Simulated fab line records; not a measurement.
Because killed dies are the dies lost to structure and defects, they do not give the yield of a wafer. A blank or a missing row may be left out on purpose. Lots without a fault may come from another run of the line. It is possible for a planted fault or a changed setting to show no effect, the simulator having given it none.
Which of the tools did it?	flow berkeley-cmos170	7 lots with 21 wafers sampled at 2 steps, on a route of 331 steps

## WHAT THE GAUGES READ, wafer by wafer
UCB170_M1_RS_MEAS_01: the measuring method here is four-point-probe.
lot	measured	on	M1_AL_RS (ohm/sq)
L304	day 8 19:14	film-metro-04	0.0475 0.0469 0.0466
L309	day 9 11:59	film-metro-03	0.0482 0.0483 0.0484
L315	day 10 22:50	film-metro-04	0.0488 0.0483 0.0491
L319	day 11 22:26	film-metro-01	0.0492 0.0487 0.0484
L323	day 12 11:46	film-metro-04	0.0491 0.0489 0.0490
L322	day 12 11:26	film-metro-04	0.0474 0.0480 0.0480
L325	day 12 14:58	film-metro-01	0.0490 0.0490 0.0492

## WHICH TOOL RAN EACH LOT (tool, then ch and the chambers of the sampled wafers, then the start)
lot	UCB170_M1_SPUTTER_00
L304	pvd-sputter-04, day 8 19:10
L309	pvd-sputter-04, day 9 11:54
L315	pvd-sputter-01, day 10 22:46
L319	pvd-sputter-03, day 11 22:20
L323	pvd-sputter-03, day 12 11:43
L322	pvd-sputter-01, day 12 11:20
L325	pvd-sputter-04, day 12 14:54
- UCB170_M1_SPUTTER_00: material Al, target thk 600 nm, time 80 s.

## THE ANSWER, worked out from the rows above alone
Rule: what is usual is taken from the lots themselves. The widest of any qualifying gaps counts: lots, ordered by their means at a reading, are off when they make up no more than a third of the lots, leave a main group of 4 or more, and stand apart from it by 3 or more times the standard deviation of that group's means. Not used: any main group whose means are identical at the precision the tables above print for the reading. A lot without any number at a reading at which 4 lots or more have one is off too. All remaining lots with rows at the step are treated as sound.
Nothing can be told from this: no lot is off at any reading shown.

## WHAT THE SIMULATOR PUT IN
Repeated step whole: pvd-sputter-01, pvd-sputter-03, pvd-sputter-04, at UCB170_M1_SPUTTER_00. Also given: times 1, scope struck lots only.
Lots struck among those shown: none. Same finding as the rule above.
